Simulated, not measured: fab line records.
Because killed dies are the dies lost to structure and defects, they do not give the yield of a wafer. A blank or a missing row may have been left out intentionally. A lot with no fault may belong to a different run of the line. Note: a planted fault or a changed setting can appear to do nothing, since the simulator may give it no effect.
Struck lot and sound lot, side by side :: flow rit_cmos :: 43 steps out of a route of 202
Sound: these wafers, L342.1, L342.3, L342.4. Wafers L355.1, L355.4, L355.5 were the ones struck. At the end, the cause is stated.
Per side, at each step with rows, come the tool, then ch with its chambers, and then its first start. Under that, the readings that differ: sound wafers :: struck wafers :: difference of the means :: sigmas: that difference in standard deviations of wafers without a fault.
alike: readings with means less than 2 such deviations apart, plus words and numbers identical on both sides. not compared: withheld readings, readings lacking a value on some wafer, bounds such as >300 that could conceal the same value, and numbers that have no deviation in the record and whose values overlap.
Wherever a step has rows on one side only, a row that says differs or no value, or a row with sigmas, the two part there. Numbers that don't overlap but have no deviation are shown without sigmas and don't part them. Lack of a reading on every wafer of one side parts them only where that side has two or more wafers.

first, 3 steps without rows for these wafers: RIT_SDANNEAL_CLEAN_00 (cleans in SC1, time 600 s); RIT_SDANNEAL_CLEAN_01 (cleans in dHF, time 30 s); RIT_SDANNEAL_CLEAN_02 (cleans in SC2, time 600 s).
RIT_SDANNEAL_RTA_03: time 5 s.
  sound on rtp_anneal-01 ch 0, day 4 13:50; struck on rtp_anneal-02 ch 0, day 7 04:49
  alike: wafer_temp_C_max
RIT_SDANNEAL_RS_MEAS_04: the measuring method here is four-point-probe.
  struck on film_metro-02, day 7 04:52; sound on film_metro-01, day 4 13:58
  alike: PSD_RS
RIT_SDANNEAL_RS_MEAS_05: the measuring method here is four-point-probe.
  struck on film_metro-02, day 7 04:59; sound on film_metro-01, day 4 14:05
  alike: NSD_RS
RIT_SDANNEAL_RS_MEAS_06: the measuring method here is four-point-probe.
  struck on film_metro-02, day 7 05:07; sound on film_metro-01, day 4 14:12
  alike: PLDD_RS
RIT_SDANNEAL_RS_MEAS_07: the measuring method here is four-point-probe.
  struck on film_metro-02, day 7 05:14; sound on film_metro-01, day 4 14:19
  alike: NLDD_RS
then, 1 step without rows for these wafers: RIT_SILICIDE_WET_ETCH_00 (etches SiO2 in BOE, target depth 14 nm, time 15 s).
RIT_SILICIDE_SPUTTER_01: material Ti, target thk 30 nm, time 240 s.
  struck on pvd_sputter-03, day 7 05:22; sound on pvd_sputter-02, day 4 14:27
  alike: throttle_valve_pct
RIT_SILICIDE_RS_MEAS_02: the measuring method here is four-point-probe.
  struck on film_metro-02, day 7 05:31; sound on film_metro-03, day 4 14:36
reading: SILICIDE_TI_RS (ohm/sq)
sound: 47.3 47.7 46.9
struck: 49.0 48.6 48.8
difference: +1.5
sigmas: +2
RIT_SILICIDE_THK_MEAS_03: measures by xrf.
  struck on film_metro-02, day 7 05:38; sound on film_metro-03, day 4 14:43
reading: SILICIDE_TI_THK (nm)
sound: 30.1 30.0 30.3
struck: 29.3 29.4 29.2
difference: -0.8
sigmas: -2
RIT_SILICIDE_RTA_04: time 10 s, ramp up 5 s, ramp down 5 s.
  sound on rtp_anneal-02 ch 0, day 4 14:47; struck on rtp_anneal-01 ch 0, day 7 05:41
reading: wafer_temp_C_max
sound: 652.9 652.7 652.2
struck: 651.2 651.4 651.6
difference: -1.2
sigmas: -2
then, 2 steps without rows for these wafers: RIT_SILICIDE_WET_ETCH_05 (etches Ti in SPM, time 120 s); RIT_SILICIDE_RTA_06 (time 10 s, ramp up 5 s, ramp down 10 s).
RIT_CONTACT_CVD_00: deposits SiO2 from TEOS, target thk 400 nm, time 61 s.
  sound on pecvd-02 ch 1,2, day 4 15:01; struck on pecvd-03 ch 0,1, day 7 05:52
  alike: heater_power_w
RIT_CONTACT_THK_MEAS_01:
  struck on film_metro-03, day 7 05:55; sound on film_metro-03, day 4 15:06
  alike: CONTACT_TEOS_THK
then, 6 steps without rows for these wafers: RIT_CONTACT_HMDS_02 (prime time 60 s); RIT_CONTACT_COAT_03 (resist thk 1000 nm); RIT_CONTACT_SOFTBAKE_04 (time 60 s); RIT_CONTACT_EXPOSE_05 (exposes mask M11, target cd 1000 nm); RIT_CONTACT_PEB_06; RIT_CONTACT_DEVELOP_07 (develop time 120 s).
RIT_CONTACT_CD_MEAS_08 targets a cd of 1000 nm.
  struck on cd_sem-02, day 7 07:04; sound on cd_sem-02, day 4 16:15
  alike: cd_nm
RIT_CONTACT_OVL_MEAS_09:
  struck on overlay-01, day 7 07:11; sound on overlay-01, day 4 16:22
  alike: CONTACT_OVL
then, 1 step without rows for these wafers: RIT_CONTACT_HARDBAKE_10 (time 60 s).
RIT_CONTACT_ETCH_11: etches SiO2 in CHF3/CF4/Ar, stops on TiSi2, target depth 480 nm, time 320 s.
  sound on rie_diel-04 ch 0,1,2, day 4 16:34; struck on rie_diel-03 ch 1,3, day 7 07:23
  alike: drypump_motor_current_A, oes_product_au, throttle_valve_pct
  not compared: rf_hours_counter_h
RIT_CONTACT_STRIP_12: strips in O2, time 180 s.
  sound on plasma_asher-02 ch 0,1, day 4 16:45; struck on plasma_asher-03 ch 1, day 7 07:34
  alike: drypump_motor_current_A
  not compared: rf_hours_counter_h
RIT_CONTACT_CD_MEAS_90 targets a cd of 1000 nm.
  struck on cd_sem-02, day 7 07:45; sound on cd_sem-02, day 4 16:56
  alike: cd_nm
then, 3 steps without rows for these wafers: RIT_CONTACT_CLEAN_13 (cleans in SC1, time 600 s); RIT_CONTACT_CLEAN_14 (cleans in SC2, time 600 s); RIT_M1_SPUTTER_00 (material Al, target thk 400 nm, time 500 s).
RIT_M1_RS_MEAS_01: the measuring method here is four-point-probe.
  struck on film_metro-01, day 7 08:35; sound on film_metro-01, day 4 17:41
  alike: M1_AL_RS
RIT_M1_THK_MEAS_02: measures by xrf.
  struck on film_metro-01, day 7 08:42; sound on film_metro-01, day 4 17:49
  alike: M1_AL_THK
then, 6 steps without rows for these wafers: RIT_M1_HMDS_03 (prime time 60 s); RIT_M1_COAT_04 (resist thk 1300 nm); RIT_M1_SOFTBAKE_05 (time 60 s); RIT_M1_EXPOSE_06 (exposes mask M12, target cd 2600 nm); RIT_M1_PEB_07; RIT_M1_DEVELOP_08 (develop time 68 s).
RIT_M1_CD_MEAS_09 targets a cd of 2600 nm.
  struck on cd_sem-01, day 7 09:46; sound on cd_sem-02, day 4 18:45
  alike: cd_nm
RIT_M1_OVL_MEAS_10:
  struck on overlay-01, day 7 09:53; sound on overlay-01, day 4 18:52
  alike: M1_OVL
RIT_M1_PROBE_99:
  struck on prober-01, day 7 12:25; sound on prober-01, day 4 21:26
reading: model.etest.npoly_line.rs_ohm_sq
sound: 16.93 16.97 16.8
struck: 17.5 17.41 17.56
difference: +0.6
sigmas: 

reading: model.etest.ppoly_line.rs_ohm_sq
sound: 16.4 16.45 16.5
struck: 16.85 16.65 16.85
difference: +0.33
sigmas: 

reading: model.etest.npoly_sal.rs_ohm_sq
sound: 4.304 4.306 4.294
struck: 4.458 4.409 4.462
difference: +0.142
sigmas: 

reading: model.etest.ppoly_sal.rs_ohm_sq
sound: 4.29 4.309 4.271
struck: 4.428 4.393 4.425
difference: +0.125
sigmas: 

reading: model.etest.pplus_sal.rs_ohm_sq
sound: 4.251 4.292 4.261
struck: 4.443 4.394 4.416
difference: +0.150
sigmas: 

reading: model.etest.nplus_sal.rs_ohm_sq
sound: 4.268 4.264 4.238
struck: 4.399 4.37 4.377
difference: +0.125
sigmas: 
  alike: killed_at_M0_to_M3, killed_at_front_end, killed_dies, killed_open, killed_short

## WHERE THEY PART
First at RIT_SILICIDE_RS_MEAS_02; last, within this record, at RIT_SILICIDE_RTA_04. Later steps at which nothing parts them and some readings are alike: RIT_CONTACT_CVD_00, RIT_CONTACT_THK_MEAS_01, RIT_CONTACT_CD_MEAS_08, RIT_CONTACT_OVL_MEAS_09, RIT_CONTACT_ETCH_11, RIT_CONTACT_STRIP_12, RIT_CONTACT_CD_MEAS_90, RIT_M1_RS_MEAS_01, RIT_M1_THK_MEAS_02, RIT_M1_CD_MEAS_09, RIT_M1_OVL_MEAS_10, RIT_M1_PROBE_99.

WHY: the cause the simulator had injected
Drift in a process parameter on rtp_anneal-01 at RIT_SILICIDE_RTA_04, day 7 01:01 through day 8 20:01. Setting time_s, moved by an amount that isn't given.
